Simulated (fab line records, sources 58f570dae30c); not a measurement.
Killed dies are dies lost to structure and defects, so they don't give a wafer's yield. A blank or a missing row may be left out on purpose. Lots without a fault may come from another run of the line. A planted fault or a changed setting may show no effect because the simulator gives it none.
Split-lot experiment | flow berkeley_cmos170 | 5 lots, 23 wafers read, on a route of 331 steps

THE SPLIT
At UCB170_SILICIDE_SPUTTER_01 (material Ti, target thk 30 nm, time 25 s), the setting power_w was moved away from the recipe's 1500 W on 10 of the 23 wafers read, by -8.5% to +9.1%. The other wafers ran this setting at the recipe's value.

FROM THE SPLIT TO THE READING: what the file shows between them, 1 step
- UCB170_SILICIDE_RS_MEAS_02: measures by four-point-probe

THE READING
SILICIDE_TI_THK, in nm, at UCB170_SILICIDE_THK_MEAS_03 (measures by xrf). Fault-free wafers of this fab line usually give 30.50 nm, standard deviation 0.29 nm.

wafer  | tool, chamber at the split | power_w as run, W | against the recipe | SILICIDE_TI_THK, nm | against lot-mates on the recipe
L074.1 | pvd_sputter-04, -          | 1597              | +6.5%              | 33.27               | +2.50
L074.2 | pvd_sputter-04, -          | 1597              | +6.5%              | 32.97               | +2.20
L074.4 | pvd_sputter-04, -          | 1500              | recipe             | 30.85               | -
L074.5 | pvd_sputter-04, -          | 1597              | +6.5%              | 32.84               | +2.07
L074.6 | pvd_sputter-04, -          | 1500              | recipe             | 30.69               | -
L076.1 | pvd_sputter-04, -          | 1372              | -8.5%              | 27.74               | -2.75
L076.2 | pvd_sputter-04, -          | 1500              | recipe             | 30.56               | -
L076.3 | pvd_sputter-04, -          | 1372              | -8.5%              | 27.66               | -2.83
L076.5 | pvd_sputter-04, -          | 1500              | recipe             | 30.37               | -
L076.6 | pvd_sputter-04, -          | 1500              | recipe             | 30.54               | -
L083.1 | pvd_sputter-02, -          | 1581              | +5.4%              | 32.59               | +1.69
L083.2 | pvd_sputter-02, -          | 1500              | recipe             | 30.84               | -
L083.3 | pvd_sputter-02, -          | 1500              | recipe             | 30.98               | -
L083.5 | pvd_sputter-02, -          | 1500              | recipe             | 30.87               | -
L083.6 | pvd_sputter-02, -          | 1581              | +5.4%              | 32.41               | +1.51
L085.1 | pvd_sputter-04, -          | 1500              | recipe             | 30.44               | -
L085.2 | pvd_sputter-04, -          | 1500              | recipe             | 30.78               | -
L085.4 | pvd_sputter-04, -          | 1500              | recipe             | 30.67               | -
L084.1 | pvd_sputter-03, -          | 1500              | recipe             | 30.49               | -
L084.2 | pvd_sputter-03, -          | 1636              | +9.1%              | 32.82               | +2.30
L084.3 | pvd_sputter-03, -          | 1636              | +9.1%              | 32.85               | +2.33
L084.4 | pvd_sputter-03, -          | 1500              | recipe             | 30.55               | -
L084.5 | pvd_sputter-03, -          | 1636              | +9.1%              | 33.08               | +2.56

THE FIT
A straight line over all 23 wafers: SILICIDE_TI_THK changes by +0.311 nm for each +1% of power_w; r = +0.98; the points scatter about the line by 0.32 nm.
The same after taking each lot's own level away (the mean of its wafers on the recipe; 23 wafers): +0.304 nm for each +1%; r = +0.99; scatter 0.21 nm.
On that fit, the largest move of power_w shifts the reading by 2.8 nm.
The lots' own levels span 30.490 to 30.897 nm, that is 1.4 times the standard deviation above.
So the lot-to-lot level changes the slope little: the two slopes agree.
Check: with one of the wafers moved furthest among these (+9.1%) left out of the fit, the line predicts +2.8 nm for it against its lot-mates. It came out at +2.3 nm against them.

OTHER SPLITS ON THESE WAFERS
These wafers also went through other splits before the reading. Each is held against what the fit with the lots' levels taken away leaves over:
other split on the same wafers   | wafers away from the commonest value | r with SILICIDE_TI_THK (lot level and that fit taken away)
UCB170_NLDD_IMPLANT_09 dose_cm2  | 6                                    | +0.01
UCB170_NSD_PEB_04 peb_temp_c     | 6                                    | -0.17
UCB170_BACKSIDE_COAT_01 spin_rpm | 10                                   | +0.04

THE WHOLE CHAIN: every reading that the file lists as answering this split, in the file's order
step                        | what it does                             | reading                                                                           | change (the file's fit)               | r (the file's)
UCB170_SILICIDE_SPUTTER_01  | material Ti, target thk 30 nm, time 25 s | Ti_of_SILICIDE_SPUTTER_01.thk_nm (the simulator's own value, which no gauge read) | +0.298 nm for each +1% of the setting | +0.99
UCB170_SILICIDE_RS_MEAS_02  | measures by four-point-probe             | SILICIDE_TI_RS                                                                    | -0.302 for each +1% of the setting    | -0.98
UCB170_SILICIDE_THK_MEAS_03 | measures by xrf                          | SILICIDE_TI_THK                                                                   | +0.304 for each +1% of the setting    | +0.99

THE FILE'S OWN FIT
SILICIDE_TI_THK changes by +0.304 nm for each +1% of power_w, r = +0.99.
